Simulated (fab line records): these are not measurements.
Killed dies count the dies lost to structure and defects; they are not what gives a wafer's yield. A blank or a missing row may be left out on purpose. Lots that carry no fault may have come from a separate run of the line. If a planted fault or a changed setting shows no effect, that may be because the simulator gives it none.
fab line records ; flow rit-cmos
record: lots: 14; wafers: 42; last-day: 7
route steps=202 shown GATE@84
lots that met no fault: from a run of the same line without faults
start-h: start of the lot's first displayed wafer, in hours after the record's first day ; wait-h: hours since the lot's step before ; " as in the row above ; L1.1+2: one row covering several wafers at once ; - value missing, or start not given ; * or withheld: withheld ; < > ~ a bound
route shown NAME@n: a module of which the file shows steps, and the number in the route of the first ; usual: mean/standard deviation taken from wafers without a fault ; same: alike in all rows ; chamber/n: place in a boat ; sites: each site's reading ; _std_site: the values' standard deviation ; _edge_site: outer sites' mean less inner sites' ; radius-mm: for every site, how far away it sits from the centre of the wafer ; mask NAME#n: copy n ; behind: the most recent tool/chamber to have shaped the wafer ; hold: what put the lot on hold/how long, in hours/how the hold closed ; device: the n, p or np transistor that did not switch ; end of line: tests run on the same wafers once the route is complete ; step lacking rows: just its recipe ; killed: dies that structure and defects cost at the first sort, which is not the same as the wafer's yield ; map: per-die view of a wafer (x killed, . not killed, _ where there is no die)
set.NAME: the setting the step ran with; set.NAME@STEP: the setting that earlier step ran with ; model.NAME: the simulator's own value behind a step, which no gauge read
the route's steps for a sample of lots (tables are steps, rows are wafers)
services: the hour from which a tool's chamber was out of use, counted from the record's first day as start-h (under 0 if before that day), plus the number of hours and why
== steps ==
step: RIT_GATE_CVD_08
recipe: material: poly-Si; target-thk-nm: 250; temp-c: 610; precursor: SiH4; time-s: 2220; pressure-mtorr: 300; sih4-flow-sccm: 100
usual: pressure-mtorr: 300.1/0.57
lot.wafer;tool;chamber;start-h;wait-h;pressure-mtorr
L987.1;lpcvd-01;1;34.36;0.6;300.6
L987.2;lpcvd-01;1;34.36;0.6;299.5
L987.4;lpcvd-01;1;34.36;0.6;300.9
L988.1;lpcvd-01;0;39.71;0.1;299.7
L988.2;lpcvd-01;0;39.71;0.1;299.9
L988.6;lpcvd-01;0;39.71;0.1;299.7
L989.3;lpcvd-01;0;43.02;0.0;299.0
L989.5;lpcvd-01;0;43.02;0.0;300.0
L989.6;lpcvd-01;0;43.02;0.0;299.6
L991.1;lpcvd-01;0;54.16;0.1;299.9
L991.2;lpcvd-01;0;54.16;0.1;300.2
L991.4;lpcvd-01;0;54.16;0.1;300.4
L995.4;lpcvd-02;1;74.19;0.0;299.7
L995.5;lpcvd-02;1;74.19;0.0;299.0
L995.6;lpcvd-02;1;74.19;0.0;300.1
L997.1;lpcvd-02;1;86.05;0.1;299.9
L997.2;lpcvd-02;1;86.05;0.1;299.5
L997.6;lpcvd-02;1;86.05;0.1;299.0
L998.1;lpcvd-01;0;92.36;0.1;299.3
L998.4;lpcvd-01;0;92.36;0.1;300.3
L998.5;lpcvd-01;0;92.36;0.1;299.0
L999.1;lpcvd-01;1;98.94;0.1;301.3
L999.3;lpcvd-01;1;98.94;0.1;301.0
L999.4;lpcvd-01;1;98.94;0.1;301.3
L100.1;lpcvd-02;0;104.30;1.3;240.4
L100.3;lpcvd-02;0;104.30;1.3;239.5
L100.4;lpcvd-02;0;104.30;1.3;240.0
L103.2;lpcvd-02;0;114.06;0.0;240.8
L103.3;lpcvd-02;0;114.06;0.0;240.9
L103.4;lpcvd-02;0;114.06;0.0;240.4
L107.1;lpcvd-01;0;133.68;0.1;300.4
L107.2;lpcvd-01;0;133.68;0.1;301.0
L107.5;lpcvd-01;0;133.68;0.1;300.4
L108.2;lpcvd-01;0;139.69;0.0;299.2
L108.3;lpcvd-01;0;139.69;0.0;299.5
L108.5;lpcvd-01;0;139.69;0.0;299.4
L109.2;lpcvd-01;1;144.20;0.0;300.2
L109.4;lpcvd-01;1;144.20;0.0;300.0
L109.5;lpcvd-01;1;144.20;0.0;299.8
L110.1;lpcvd-01;0;149.06;0.1;299.7
L110.3;lpcvd-01;0;149.06;0.1;301.3
L110.5;lpcvd-01;0;149.06;0.1;298.9
step: RIT_GATE_THK_MEAS_09
recipe: reads: poly-Si_of_GATE_CVD_08
usual: GATE_POLY_THK: 247.9/2.1
lot.wafer;tool;chamber;start-h;wait-h;GATE_POLY_THK[nm]
L987.1;film-metro-01;-;35.98;0.0;249.2
L987.2;film-metro-01;-;35.98;0.0;246.0
L987.4;film-metro-01;-;35.98;0.0;248.4
L988.1;film-metro-01;-;41.32;0.0;249.3
L988.2;film-metro-01;-;41.32;0.0;250.2
L988.6;film-metro-01;-;41.32;0.0;248.7
L989.3;film-metro-01;-;44.65;0.0;249.5
L989.5;film-metro-01;-;44.65;0.0;250.0
L989.6;film-metro-01;-;44.65;0.0;248.7
L991.1;film-metro-01;-;55.79;0.0;249.0
L991.2;film-metro-01;-;55.79;0.0;247.1
L991.4;film-metro-01;-;55.79;0.0;247.8
L995.4;film-metro-03;-;75.83;0.0;250.5
L995.5;film-metro-03;-;75.83;0.0;249.8
L995.6;film-metro-03;-;75.83;0.0;251.8
L997.1;film-metro-01;-;87.67;0.0;248.1
L997.2;film-metro-01;-;87.67;0.0;246.4
L997.6;film-metro-01;-;87.67;0.0;247.6
L998.1;film-metro-01;-;93.98;0.0;251.1
L998.4;film-metro-01;-;93.98;0.0;248.9
L998.5;film-metro-01;-;93.98;0.0;247.5
L999.1;film-metro-03;-;100.55;0.0;248.5
L999.3;film-metro-03;-;100.55;0.0;250.3
L999.4;film-metro-03;-;100.55;0.0;248.6
L100.1;film-metro-04;-;106.72;0.0;220.3
L100.3;film-metro-04;-;106.72;0.0;220.7
L100.4;film-metro-04;-;106.72;0.0;219.0
L103.2;film-metro-04;-;115.68;0.0;221.4
L103.3;film-metro-04;-;115.68;0.0;220.5
L103.4;film-metro-04;-;115.68;0.0;221.8
L107.1;film-metro-01;-;135.29;0.0;250.3
L107.2;film-metro-01;-;135.29;0.0;249.3
L107.5;film-metro-01;-;135.29;0.0;252.6
L108.2;film-metro-01;-;141.31;0.0;249.1
L108.3;film-metro-01;-;141.31;0.0;250.2
L108.5;film-metro-01;-;141.31;0.0;247.6
L109.2;film-metro-01;-;145.82;0.0;246.2
L109.4;film-metro-01;-;145.82;0.0;245.8
L109.5;film-metro-01;-;145.82;0.0;244.0
L110.1;film-metro-04;-;150.67;0.0;249.6
L110.3;film-metro-04;-;150.67;0.0;249.9
L110.5;film-metro-04;-;150.67;0.0;250.7
step: RIT_GATE_ETCH_19
recipe: chemistry: SF6/CHF3/O2; time-s: 165; SF6_flow_sccm: 30; CHF3_flow_sccm: 30; O2_flow_sccm: 5; target: poly-Si; pressure-mtorr: 40; rf-w: 160; target-depth-a: 3125; over-etch-frac: 0.25; stop-on: SiO2
usual: O2_flow_sccm: 4.997/0.015; SF6_flow_sccm: 30.00/0.09; drypump-motor-current-A: 5.4/0.39; oes-product-au: 0.837/0.013; throttle-valve-pct: 10.21/0.12
lot.wafer;tool;chamber;start-h;wait-h;O2_flow_sccm;SF6_flow_sccm;drypump-motor-current-A;oes-product-au;rf-hours-counter-h;throttle-valve-pct
L987.1;rie-si-02;3;37.23;0.1;5.009;30.09;4.9;0.832;11;10.41
L987.2;rie-si-02;0;37.23;0.1;5.023;29.97;5.6;0.833;58;10.04
L987.4;rie-si-02;1;37.23;0.1;4.979;29.87;5.5;0.826;65;10.10
L988.1;rie-si-01;0;42.54;0.1;5.001;30.00;5.1;0.828;40;10.24
L988.2;rie-si-01;3;42.54;0.1;4.980;30.23;5.2;0.859;104;10.16
L988.6;rie-si-01;0;42.54;0.1;4.986;29.85;5.1;0.817;-;10.25
L989.3;rie-si-02;2;45.85;0.1;4.973;30.03;6.1;0.857;1;10.10
L989.5;rie-si-02;0;45.85;0.1;4.995;29.96;5.6;0.846;-;10.04
L989.6;rie-si-02;1;45.85;0.1;4.999;30.03;5.4;0.837;-;10.10
L991.1;rie-si-02;2;57.12;0.1;5.021;29.89;6.0;0.850;1;10.08
L991.2;rie-si-02;1;57.12;0.1;5.003;29.93;5.5;0.830;66;10.10
L991.4;rie-si-02;0;57.12;0.1;5.017;29.88;5.6;0.842;59;10.06
L995.4;rie-si-02;1;77.14;0.1;4.989;29.95;5.5;0.835;66;10.09
L995.5;rie-si-02;1;77.14;0.1;4.979;29.89;5.5;0.829;-;10.09
L995.6;rie-si-02;0;77.14;0.1;5.022;30.03;5.6;0.860;-;10.05
L997.1;rie-si-02;2;89.12;0.1;4.976;30.01;6.0;0.849;2;10.10
L997.2;rie-si-02;1;89.12;0.1;4.994;30.02;5.5;0.826;66;10.11
L997.6;rie-si-02;3;89.12;0.1;4.978;29.97;4.9;0.835;-;10.42
L998.1;rie-si-01;3;95.20;0.1;4.983;29.96;5.2;0.853;104;10.16
L998.4;rie-si-01;1;95.20;0.1;4.997;30.06;5.8;0.845;7;10.28
L998.5;rie-si-01;3;95.20;0.1;4.974;29.98;5.2;0.847;-;10.15
L999.1;rie-si-02;0;101.97;0.1;5.010;30.07;5.6;0.846;59;10.04
L999.3;rie-si-02;2;101.97;0.1;4.991;29.99;6.0;0.855;2;10.11
L999.4;rie-si-02;1;101.97;0.1;4.959;30.09;5.5;0.827;66;10.10
L100.1;rie-si-02;3;108.27;0.1;4.986;29.99;4.9;0.774;11;10.43
L100.3;rie-si-02;2;108.27;0.1;5.003;30.14;6.0;0.789;2;10.10
L100.4;rie-si-02;0;108.27;0.1;4.989;30.00;5.6;0.782;59;10.05
L103.2;rie-si-02;0;117.01;0.1;5.015;30.13;5.6;0.779;59;10.04
L103.3;rie-si-02;2;117.01;0.1;4.993;29.99;6.0;0.781;2;10.11
L103.4;rie-si-02;3;117.01;0.1;4.987;30.08;4.9;0.767;11;10.42
L107.1;rie-si-02;1;136.51;0.1;5.011;30.07;5.5;0.830;66;10.11
L107.2;rie-si-02;3;136.51;0.1;5.012;29.98;4.9;0.828;12;10.44
L107.5;rie-si-02;1;136.51;0.1;5.007;30.00;5.5;0.847;-;10.11
L108.2;rie-si-01;3;142.69;0.1;4.979;30.05;5.2;0.860;105;10.16
L108.3;rie-si-01;0;142.69;0.1;5.008;29.97;5.1;0.828;40;10.24
L108.5;rie-si-01;0;142.69;0.1;5.018;30.08;5.1;0.824;-;10.25
L109.2;rie-si-02;2;147.16;0.1;4.998;29.98;6.1;0.844;2;10.09
L109.4;rie-si-02;3;147.16;0.1;5.008;29.88;4.9;0.829;-;10.42
L109.5;rie-si-02;2;147.16;0.1;4.982;30.12;6.0;0.844;-;10.08
L110.1;rie-si-01;3;152.03;0.1;4.990;29.84;5.2;0.856;105;10.16
L110.3;rie-si-01;2;152.03;0.1;4.960;30.06;4.9;0.827;44;10.30
L110.5;rie-si-01;2;152.03;0.1;4.990;30.11;4.9;0.828;-;10.29
== services ==
tool;chamber;start-h;hours;kind
lpcvd-01;-;27.07;1.3;repair
lpcvd-01;-;33.53;0.8;pm
lpcvd-02;-;34.54;0.7;repair
lpcvd-02;-;58.56;14.6;pm
rie-si-01;2;89.48;2.6;repair
rie-si-02;0;125.94;41.4;repair
rie-si-02;2;144.82;1.8;repair
== key ==
first-sign: step: RIT_GATE_CVD_08; reading: pressure-mtorr; direction: down; sigmas: 99+; usual: 300.1; struck: 240.3
effect: step: RIT_GATE_THK_MEAS_09; reading: GATE_POLY_THK; direction: down; sigmas: 13; usual: 247.9; struck: 220.6
effect: step: RIT_GATE_ETCH_19; reading: oes-product-au; direction: down; sigmas: 4.4; usual: 0.837; struck: 0.779
met-at RIT_GATE_CVD_08
struck-lots L100,L103
tester-left-out L100,L103
onset-between 86.05 104.30
fault: kind: process-parameter-drift; tool: lpcvd-02; chamber: -; onset-h: 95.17; steps: RIT_GATE_CVD_08; channel: pressure-mtorr; offset: -60; shape: step; end-h: 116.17; acts-in: these-recipes-only; stated: 300
tester-left-out: of these lots the tester's yield and bins aren't shown, on N5 and GAA mostly nor the transistor test; their killed dies are dies lost to structure and defects alone, not to doping, threshold or leakage, so they don't give the yield
